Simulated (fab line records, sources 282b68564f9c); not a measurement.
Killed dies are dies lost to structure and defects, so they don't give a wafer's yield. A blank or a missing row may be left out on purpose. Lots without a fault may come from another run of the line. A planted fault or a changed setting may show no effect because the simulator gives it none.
fab line records | flow rit_cmos
record lots=15 wafers=45 last_day=8
route steps=202 shown SDANNEAL@156 PSD@157 NSD@158 PLDD@159 NLDD@160
lots that met no fault: from a run of the same line without faults
start_h: hours from the record's first day to the start of the lot's first wafer shown | wait_h: hours since the lot's step before | " the same as in the row above | L1.1+2: a row that stands for several wafers | - no value, or no start given | * or withheld: withheld | < > ~ a bound
route shown NAME@n: a module of which the file shows steps, and the number in the route of the first | usual: mean/standard deviation of fault-free wafers | same: alike in all rows | chamber/n: place in a boat | sites: the reading at each site | _std_site: their standard deviation | _edge_site: outer sites' mean less inner sites' | radius_mm: how far each site lies from the wafer's centre | mask NAME#n: copy n | behind: the tool/chamber that last shaped the wafer | hold: why the lot was held/for how many hours/how that ended | device: the transistor (n, p or np) that didn't switch | end of line: the same wafers' tests at the end of the route | a step without rows: its recipe alone | killed: dies lost to structure and defects at the first sort, not the wafer's yield | map: a wafer's dies, x killed, . not, _ none there
set.NAME: the setting as run; set.NAME@STEP: as run at that earlier step | model.NAME: the simulator's own value behind a step, which no gauge read
steps of the route over a sample of lots; a table a step, a row a wafer
## steps
# step RIT_SDANNEAL_RTA_03
# recipe temp_c=1050 time_s=5 idle_temp_c=600 ramp_up_c_per_s=342 ramp_down_c_per_s=171 cool_to_c=600 ambient=N2
# usual wafer_temp_C_max=1053.6/1.1
# columns lot.wafer tool chamber start_h wait_h wafer_temp_C_max
L872.1 rtp_anneal-01 0 60.50 0.0 1053.8
L872.4 " 0 " " 1054.0
L872.6 " 0 " " 1053.1
L873.2 rtp_anneal-02 0 61.02 0.0 1054.2
L873.3 " 0 " " 1055.3
L873.5 " 0 " " 1052.5
L874.2 rtp_anneal-01 0 62.82 0.0 1053.4
L874.4 " 0 " " 1054.8
L874.5 " 0 " " 1053.8
L875.2 rtp_anneal-02 0 73.56 0.0 1052.6
L875.4 " 0 " " 1055.2
L875.6 " 0 " " 1052.2
L878.3 rtp_anneal-01 0 87.18 0.0 1052.8
L878.4 " 0 " " 1052.7
L878.5 " 0 " " 1053.0
L879.1 rtp_anneal-02 0 90.21 0.0 1052.4
L879.2 " 0 " " 1054.9
L879.6 " 0 " " 1054.4
L881.1 rtp_anneal-02 0 101.87 0.0 1053.0
L881.3 " 0 " " 1053.0
L881.4 " 0 " " 1052.6
L882.3 rtp_anneal-01 0 105.78 0.0 1053.8
L882.4 " 0 " " 1053.6
L882.6 " 0 " " 1053.3
L883.2 rtp_anneal-02 0 106.19 0.0 1052.2
L883.4 " 0 " " 1051.9
L883.6 " 0 " " 1051.8
L884.3 rtp_anneal-01 0 115.29 0.0 1054.1
L884.4 " 0 " " 1054.5
L884.5 " 0 " " 1053.6
L890.2 rtp_anneal-01 0 158.93 0.0 1052.1
L890.3 " 0 " " 1051.3
L890.6 " 0 " " 1055.0
L893.3 rtp_anneal-01 0 172.71 0.0 1051.8
L893.4 " 0 " " 1054.1
L893.6 " 0 " " 1053.8
L892.1 rtp_anneal-02 0 173.16 0.0 1053.3
L892.4 " 0 " " 1054.8
L892.6 " 0 " " 1056.1
L894.2 rtp_anneal-01 0 181.45 0.0 1054.8
L894.3 " 0 " " 1053.6
L894.6 " 0 " " 1055.5
L895.2 rtp_anneal-02 0 187.76 0.0 1053.4
L895.3 " 0 " " 1054.8
L895.5 " 0 " " 1052.9
# step RIT_SDANNEAL_RS_MEAS_04
# recipe thk_meas_gauge=four-point-probe
# usual PSD_RS=116.00/0.29
# columns lot.wafer tool chamber start_h wait_h PSD_RS[ohm/sq]
L872.1 film_metro-02 - 60.56 0.0 115.91
L872.4 " - " " 115.75
L872.6 " - " " 115.67
L873.2 film_metro-04 - 61.09 0.1 116.34
L873.3 " - " " 116.31
L873.5 " - " " 116.33
L874.2 film_metro-02 - 62.89 0.1 116.20
L874.4 " - " " 115.59
L874.5 " - " " 115.74
L875.2 film_metro-04 - 73.63 0.1 116.11
L875.4 " - " " 115.37
L875.6 " - " " 115.81
L878.3 film_metro-02 - 87.26 0.1 115.73
L878.4 " - " " 115.80
L878.5 " - " " 115.78
L879.1 film_metro-03 - 90.27 0.0 96.68
L879.2 " - " " 96.46
L879.6 " - " " 96.51
L881.1 film_metro-02 - 101.93 0.0 96.07
L881.3 " - " " 96.19
L881.4 " - " " 96.49
L882.3 film_metro-02 - 105.86 0.1 116.24
L882.4 " - " " 116.48
L882.6 " - " " 115.89
L883.2 film_metro-04 - 106.26 0.1 96.54
L883.4 " - " " 96.42
L883.6 " - " " 96.35
L884.3 film_metro-02 - 115.37 0.1 115.51
L884.4 " - " " 115.81
L884.5 " - " " 115.69
L890.2 film_metro-02 - 159.00 0.1 115.84
L890.3 " - " " 115.79
L890.6 " - " " 116.08
L893.3 film_metro-03 - 172.79 0.1 116.39
L893.4 " - " " 116.41
L893.6 " - " " 116.37
L892.1 film_metro-02 - 173.22 0.0 115.87
L892.4 " - " " 116.29
L892.6 " - " " 115.62
L894.2 film_metro-03 - 181.52 0.1 116.46
L894.3 " - " " 116.57
L894.6 " - " " 116.36
L895.2 film_metro-04 - 187.82 0.1 116.00
L895.3 " - " " 115.68
L895.5 " - " " 115.98
# step RIT_SDANNEAL_RS_MEAS_05
# recipe thk_meas_gauge=four-point-probe
# usual NSD_RS=84.52/0.29
# columns lot.wafer tool chamber start_h wait_h NSD_RS[ohm/sq]
L872.1 film_metro-02 - 60.68 0.1 84.38
L872.4 " - " " 84.15
L872.6 " - " " 84.27
L873.2 film_metro-04 - 61.21 0.1 84.40
L873.3 " - " " 84.37
L873.5 " - " " 84.44
L874.2 film_metro-02 - 63.01 0.1 84.90
L874.4 " - " " 84.42
L874.5 " - " " 84.28
L875.2 film_metro-04 - 73.75 0.1 84.61
L875.4 " - " " 84.52
L875.6 " - " " 84.71
L878.3 film_metro-02 - 87.38 0.1 84.22
L878.4 " - " " 84.70
L878.5 " - " " 84.27
L879.1 film_metro-03 - 90.39 0.1 83.37
L879.2 " - " " 83.24
L879.6 " - " " 83.33
L881.1 film_metro-02 - 102.05 0.1 83.42
L881.3 " - " " 83.45
L881.4 " - " " 83.15
L882.3 film_metro-02 - 105.98 0.1 84.39
L882.4 " - " " 84.55
L882.6 " - " " 84.36
L883.2 film_metro-04 - 106.38 0.1 83.58
L883.4 " - " " 83.63
L883.6 " - " " 83.40
L884.3 film_metro-02 - 115.49 0.1 84.72
L884.4 " - " " 84.34
L884.5 " - " " 84.64
L890.2 film_metro-02 - 159.12 0.1 84.25
L890.3 " - " " 84.28
L890.6 " - " " 84.38
L893.3 film_metro-03 - 172.91 0.1 85.22
L893.4 " - " " 84.95
L893.6 " - " " 84.88
L892.1 film_metro-02 - 173.34 0.1 83.90
L892.4 " - " " 84.43
L892.6 " - " " 83.82
L894.2 film_metro-03 - 181.64 0.1 84.32
L894.3 " - " " 84.44
L894.6 " - " " 84.78
L895.2 film_metro-04 - 187.94 0.1 84.67
L895.3 " - " " 84.74
L895.5 " - " " 84.95
# step RIT_SDANNEAL_RS_MEAS_06
# recipe thk_meas_gauge=four-point-probe
# usual PLDD_RS=178.8/0.48
# columns lot.wafer tool chamber start_h wait_h PLDD_RS[ohm/sq]
L872.1 film_metro-02 - 60.80 0.1 179.1
L872.4 " - " " 178.5
L872.6 " - " " 178.4
L873.2 film_metro-04 - 61.33 0.1 179.2
L873.3 " - " " 179.4
L873.5 " - " " 179.6
L874.2 film_metro-02 - 63.13 0.1 178.6
L874.4 " - " " 178.6
L874.5 " - " " 178.7
L875.2 film_metro-04 - 73.87 0.1 178.4
L875.4 " - " " 177.8
L875.6 " - " " 177.5
L878.3 film_metro-02 - 87.50 0.1 178.7
L878.4 " - " " 178.5
L878.5 " - " " 178.8
L879.1 film_metro-03 - 90.51 0.1 162.3
L879.2 " - " " 162.1
L879.6 " - " " 162.4
L881.1 film_metro-02 - 102.17 0.1 160.9
L881.3 " - " " 161.8
L881.4 " - " " 160.9
L882.3 film_metro-02 - 106.10 0.1 179.1
L882.4 " - " " 178.8
L882.6 " - " " 179.0
L883.2 film_metro-04 - 106.50 0.1 162.1
L883.4 " - " " 161.7
L883.6 " - " " 161.5
L884.3 film_metro-02 - 115.61 0.1 179.4
L884.4 " - " " 179.5
L884.5 " - " " 179.5
L890.2 film_metro-02 - 159.24 0.1 178.3
L890.3 " - " " 178.3
L890.6 " - " " 178.7
L893.3 film_metro-03 - 173.03 0.1 178.8
L893.4 " - " " 179.5
L893.6 " - " " 179.1
L892.1 film_metro-02 - 173.46 0.1 178.6
L892.4 " - " " 178.8
L892.6 " - " " 178.3
L894.2 film_metro-03 - 181.76 0.1 179.0
L894.3 " - " " 179.1
L894.6 " - " " 178.9
L895.2 film_metro-04 - 188.06 0.1 177.9
L895.3 " - " " 178.2
L895.5 " - " " 178.1
# step RIT_SDANNEAL_RS_MEAS_07
# recipe thk_meas_gauge=four-point-probe
# usual NLDD_RS=151.7/0.54
# columns lot.wafer tool chamber start_h wait_h NLDD_RS[ohm/sq]
L872.1 film_metro-02 - 60.92 0.1 150.0
L872.4 " - " " 151.3
L872.6 " - " " 150.8
L873.2 film_metro-04 - 61.45 0.1 151.6
L873.3 " - " " 151.5
L873.5 " - " " 151.8
L874.2 film_metro-02 - 63.25 0.1 150.6
L874.4 " - " " 151.3
L874.5 " - " " 150.6
L875.2 film_metro-04 - 73.99 0.1 152.5
L875.4 " - " " 151.8
L875.6 " - " " 152.6
L878.3 film_metro-02 - 87.62 0.1 152.8
L878.4 " - " " 152.9
L878.5 " - " " 152.3
L879.1 film_metro-03 - 90.63 0.1 150.4
L879.2 " - " " 150.3
L879.6 " - " " 150.6
L881.1 film_metro-02 - 102.29 0.1 149.9
L881.3 " - " " 149.8
L881.4 " - " " 150.3
L882.3 film_metro-02 - 106.22 0.1 152.2
L882.4 " - " " 151.9
L882.6 " - " " 152.3
L883.2 film_metro-04 - 106.62 0.1 150.3
L883.4 " - " " 150.6
L883.6 " - " " 149.9
L884.3 film_metro-02 - 115.73 0.1 152.1
L884.4 " - " " 152.0
L884.5 " - " " 152.3
L890.2 film_metro-02 - 159.36 0.1 152.1
L890.3 " - " " 152.1
L890.6 " - " " 151.8
L893.3 film_metro-03 - 173.15 0.1 150.8
L893.4 " - " " 151.4
L893.6 " - " " 151.6
L892.1 film_metro-02 - 173.58 0.1 152.2
L892.4 " - " " 152.1
L892.6 " - " " 151.7
L894.2 film_metro-03 - 181.88 0.1 151.9
L894.3 " - " " 151.9
L894.6 " - " " 153.0
L895.2 film_metro-04 - 188.18 0.1 151.4
L895.3 " - " " 151.4
L895.5 " - " " 151.3
## key
first_sign step=RIT_SDANNEAL_RS_MEAS_04 reading=PSD_RS direction=down sigmas=68 usual=116.00 struck=96.41
effect step=RIT_SDANNEAL_RS_MEAS_05 reading=NSD_RS direction=down sigmas=3.9 usual=84.52 struck=83.40
effect step=RIT_SDANNEAL_RS_MEAS_06 reading=PLDD_RS direction=down sigmas=35 usual=178.8 struck=161.7
effect step=RIT_SDANNEAL_RS_MEAS_07 reading=NLDD_RS direction=down sigmas=2.7 usual=151.7 struck=150.2
met_at RIT_SDANNEAL_RTA_03
struck_lots L879,L881,L883
tester_left_out L879,L881,L883
onset_between 73.56 90.21
fault kind=process_parameter_drift tool=rtp_anneal-02 chamber=- onset_h=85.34 steps=RIT_SDANNEAL_RTA_03 channel=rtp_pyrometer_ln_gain offset=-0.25 shape=step end_h=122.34
# tester_left_out: of these lots the tester's yield and bins aren't shown, on N5 and GAA mostly nor the transistor test; their killed dies are dies lost to structure and defects alone, not to doping, threshold or leakage, so they don't give the yield
